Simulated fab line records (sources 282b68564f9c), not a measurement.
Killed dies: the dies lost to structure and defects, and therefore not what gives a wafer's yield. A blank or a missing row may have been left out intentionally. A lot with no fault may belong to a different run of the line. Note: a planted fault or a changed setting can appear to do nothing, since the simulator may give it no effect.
Split-lot experiment || flow rit_cmos || on a route of 202 steps: 5 lots, 23 wafers read

## THE SPLIT
At RIT_PLDD_SOFTBAKE_02 (time 60 s), the setting temp_c was moved away from the recipe's 90 C on 8 of the 23 wafers read, by -3.3% to -2.6%. The other wafers ran this setting at the recipe's value.

## FROM THE SPLIT TO THE READING: what the file shows between them, 2 steps
- RIT_PLDD_EXPOSE_03: exposes mask M8, target cd 40900 nm
- RIT_PLDD_PEB_04

## THE READING
NOVOLAK_of_PLDD_COAT_01.thk_nm (the simulator's own value, which no gauge read), in nm, at RIT_PLDD_DEVELOP_05 (develop time 50 s). The file does not state a usual value for it. The 15 wafers here that ran the recipe average 1000.0 nm, standard deviation 2.4 nm.

{"wafer": "L075.1", "tool, chamber at the split": "litho_track-02, 0", "temp_c as run, C": 90, "against the recipe": "recipe", "NOVOLAK_of_PLDD_COAT_01.thk_nm, nm": 1002, "against lot-mates on the recipe": "-"}
{"wafer": "L075.3", "tool, chamber at the split": "litho_track-02, 0", "temp_c as run, C": 90, "against the recipe": "recipe", "NOVOLAK_of_PLDD_COAT_01.thk_nm, nm": 1002, "against lot-mates on the recipe": "-"}
{"wafer": "L075.2", "tool, chamber at the split": "litho_track-02, 0", "temp_c as run, C": 87.01, "against the recipe": "-3.3%", "NOVOLAK_of_PLDD_COAT_01.thk_nm, nm": 1009, "against lot-mates on the recipe": "+7.0"}
{"wafer": "L075.4", "tool, chamber at the split": "litho_track-02, 0", "temp_c as run, C": 87.01, "against the recipe": "-3.3%", "NOVOLAK_of_PLDD_COAT_01.thk_nm, nm": 1008, "against lot-mates on the recipe": "+6.0"}
{"wafer": "L075.5", "tool, chamber at the split": "litho_track-02, 0", "temp_c as run, C": 87.01, "against the recipe": "-3.3%", "NOVOLAK_of_PLDD_COAT_01.thk_nm, nm": 1010, "against lot-mates on the recipe": "+8.0"}
{"wafer": "L076.1", "tool, chamber at the split": "litho_track-01, 0", "temp_c as run, C": 90, "against the recipe": "recipe", "NOVOLAK_of_PLDD_COAT_01.thk_nm, nm": 1001, "against lot-mates on the recipe": "-"}
{"wafer": "L076.4", "tool, chamber at the split": "litho_track-01, 0", "temp_c as run, C": 90, "against the recipe": "recipe", "NOVOLAK_of_PLDD_COAT_01.thk_nm, nm": 1005, "against lot-mates on the recipe": "-"}
{"wafer": "L076.5", "tool, chamber at the split": "litho_track-01, 0", "temp_c as run, C": 90, "against the recipe": "recipe", "NOVOLAK_of_PLDD_COAT_01.thk_nm, nm": 1000, "against lot-mates on the recipe": "-"}
{"wafer": "L080.1", "tool, chamber at the split": "litho_track-02, 0", "temp_c as run, C": 87.52, "against the recipe": "-2.8%", "NOVOLAK_of_PLDD_COAT_01.thk_nm, nm": 1005, "against lot-mates on the recipe": "+6.8"}
{"wafer": "L080.2", "tool, chamber at the split": "litho_track-02, 0", "temp_c as run, C": 90, "against the recipe": "recipe", "NOVOLAK_of_PLDD_COAT_01.thk_nm, nm": 999.5, "against lot-mates on the recipe": "-"}
{"wafer": "L080.3", "tool, chamber at the split": "litho_track-02, 0", "temp_c as run, C": 87.52, "against the recipe": "-2.8%", "NOVOLAK_of_PLDD_COAT_01.thk_nm, nm": 1008, "against lot-mates on the recipe": "+9.8"}
{"wafer": "L080.4", "tool, chamber at the split": "litho_track-02, 0", "temp_c as run, C": 90, "against the recipe": "recipe", "NOVOLAK_of_PLDD_COAT_01.thk_nm, nm": 997.4, "against lot-mates on the recipe": "-"}
{"wafer": "L080.5", "tool, chamber at the split": "litho_track-02, 0", "temp_c as run, C": 90, "against the recipe": "recipe", "NOVOLAK_of_PLDD_COAT_01.thk_nm, nm": 997.8, "against lot-mates on the recipe": "-"}
{"wafer": "L082.1", "tool, chamber at the split": "litho_track-01, 0", "temp_c as run, C": 90, "against the recipe": "recipe", "NOVOLAK_of_PLDD_COAT_01.thk_nm, nm": 1001, "against lot-mates on the recipe": "-"}
{"wafer": "L082.2", "tool, chamber at the split": "litho_track-01, 0", "temp_c as run, C": 90, "against the recipe": "recipe", "NOVOLAK_of_PLDD_COAT_01.thk_nm, nm": 996.3, "against lot-mates on the recipe": "-"}
{"wafer": "L082.3", "tool, chamber at the split": "litho_track-01, 0", "temp_c as run, C": 90, "against the recipe": "recipe", "NOVOLAK_of_PLDD_COAT_01.thk_nm, nm": 996.4, "against lot-mates on the recipe": "-"}
{"wafer": "L082.4", "tool, chamber at the split": "litho_track-01, 0", "temp_c as run, C": 90, "against the recipe": "recipe", "NOVOLAK_of_PLDD_COAT_01.thk_nm, nm": 999.5, "against lot-mates on the recipe": "-"}
{"wafer": "L082.5", "tool, chamber at the split": "litho_track-01, 0", "temp_c as run, C": 90, "against the recipe": "recipe", "NOVOLAK_of_PLDD_COAT_01.thk_nm, nm": 997.6, "against lot-mates on the recipe": "-"}
{"wafer": "L085.2", "tool, chamber at the split": "litho_track-02, 0", "temp_c as run, C": 90, "against the recipe": "recipe", "NOVOLAK_of_PLDD_COAT_01.thk_nm, nm": 1001, "against lot-mates on the recipe": "-"}
{"wafer": "L085.3", "tool, chamber at the split": "litho_track-02, 0", "temp_c as run, C": 87.62, "against the recipe": "-2.6%", "NOVOLAK_of_PLDD_COAT_01.thk_nm, nm": 1007, "against lot-mates on the recipe": "+5.0"}
{"wafer": "L085.5", "tool, chamber at the split": "litho_track-02, 0", "temp_c as run, C": 87.62, "against the recipe": "-2.6%", "NOVOLAK_of_PLDD_COAT_01.thk_nm, nm": 1007, "against lot-mates on the recipe": "+5.0"}
{"wafer": "L085.4", "tool, chamber at the split": "litho_track-02, 0", "temp_c as run, C": 87.62, "against the recipe": "-2.6%", "NOVOLAK_of_PLDD_COAT_01.thk_nm, nm": 1006, "against lot-mates on the recipe": "+4.0"}
{"wafer": "L085.6", "tool, chamber at the split": "litho_track-02, 0", "temp_c as run, C": 90, "against the recipe": "recipe", "NOVOLAK_of_PLDD_COAT_01.thk_nm, nm": 1003, "against lot-mates on the recipe": "-"}

FIT RESULTS
A straight line over all 23 wafers: NOVOLAK_of_PLDD_COAT_01.thk_nm changes by -2.59 nm for each +1% of temp_c; r = -0.87; the points scatter about the line by 2.2 nm.
The same after taking each lot's own level away (the mean of its wafers on the recipe; 23 wafers): -2.2 nm for each +1%; r = -0.89; scatter 1.6 nm.
According to that fit, moving temp_c by its largest amount changes the reading by 7.3 nm.
Measured against the standard deviation above, the lots' own levels, which go from 998.16 to 1002.00 nm, span 1.6 times it.
Hence the slope depends on the lot-to-lot level, as the two fits are not the same.
Check: for one of the wafers moved furthest among these (-3.3%), held out of the fit, the line's prediction against its lot-mates is +7.36 nm. Against them it came out at +7 nm.

## OTHER SPLITS APPLIED TO THESE WAFERS
These wafers also went through other splits before the reading. Each is held against what the fit with the lots' levels taken away leaves over:
{"other split on the same wafers": "RIT_ACTIVE_OXIDATION_01 ox_time_s", "wafers away from the commonest value": 10, "r with NOVOLAK_of_PLDD_COAT_01.thk_nm (lot level and that fit taken away)": -0.20}
{"other split on the same wafers": "RIT_NWELL_COAT_01 spin_rpm", "wafers away from the commonest value": 6, "r with NOVOLAK_of_PLDD_COAT_01.thk_nm (lot level and that fit taken away)": "+0.18"}
{"other split on the same wafers": "RIT_NWELL_IMPLANT_08 dose_cm2", "wafers away from the commonest value": 7, "r with NOVOLAK_of_PLDD_COAT_01.thk_nm (lot level and that fit taken away)": -0.07}
{"other split on the same wafers": "RIT_PWELL_IMPLANT_08 dose_cm2", "wafers away from the commonest value": 7, "r with NOVOLAK_of_PLDD_COAT_01.thk_nm (lot level and that fit taken away)": -0.08}
{"other split on the same wafers": "RIT_NRETRO_COAT_01 spin_rpm", "wafers away from the commonest value": 4, "r with NOVOLAK_of_PLDD_COAT_01.thk_nm (lot level and that fit taken away)": -0.02}
{"other split on the same wafers": "RIT_NRETRO_IMPLANT_08 energy_kev", "wafers away from the commonest value": 5, "r with NOVOLAK_of_PLDD_COAT_01.thk_nm (lot level and that fit taken away)": -0.08}
{"other split on the same wafers": "RIT_PRETRO_IMPLANT_08 energy_kev", "wafers away from the commonest value": 10, "r with NOVOLAK_of_PLDD_COAT_01.thk_nm (lot level and that fit taken away)": "+0.00"}
{"other split on the same wafers": "RIT_GATE_CVD_08 temp_c", "wafers away from the commonest value": 15, "r with NOVOLAK_of_PLDD_COAT_01.thk_nm (lot level and that fit taken away)": -0.20}
{"other split on the same wafers": "RIT_GATE_ETCH_19 rf_w", "wafers away from the commonest value": 9, "r with NOVOLAK_of_PLDD_COAT_01.thk_nm (lot level and that fit taken away)": "+0.21"}
{"other split on the same wafers": "RIT_NLDD_COAT_01 resist_thk_nm", "wafers away from the commonest value": 6, "r with NOVOLAK_of_PLDD_COAT_01.thk_nm (lot level and that fit taken away)": -0.12}

## THE FILE'S OWN FIT
NOVOLAK_of_PLDD_COAT_01.thk_nm changes by -2.3 nm for each +1% of temp_c, r = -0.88.
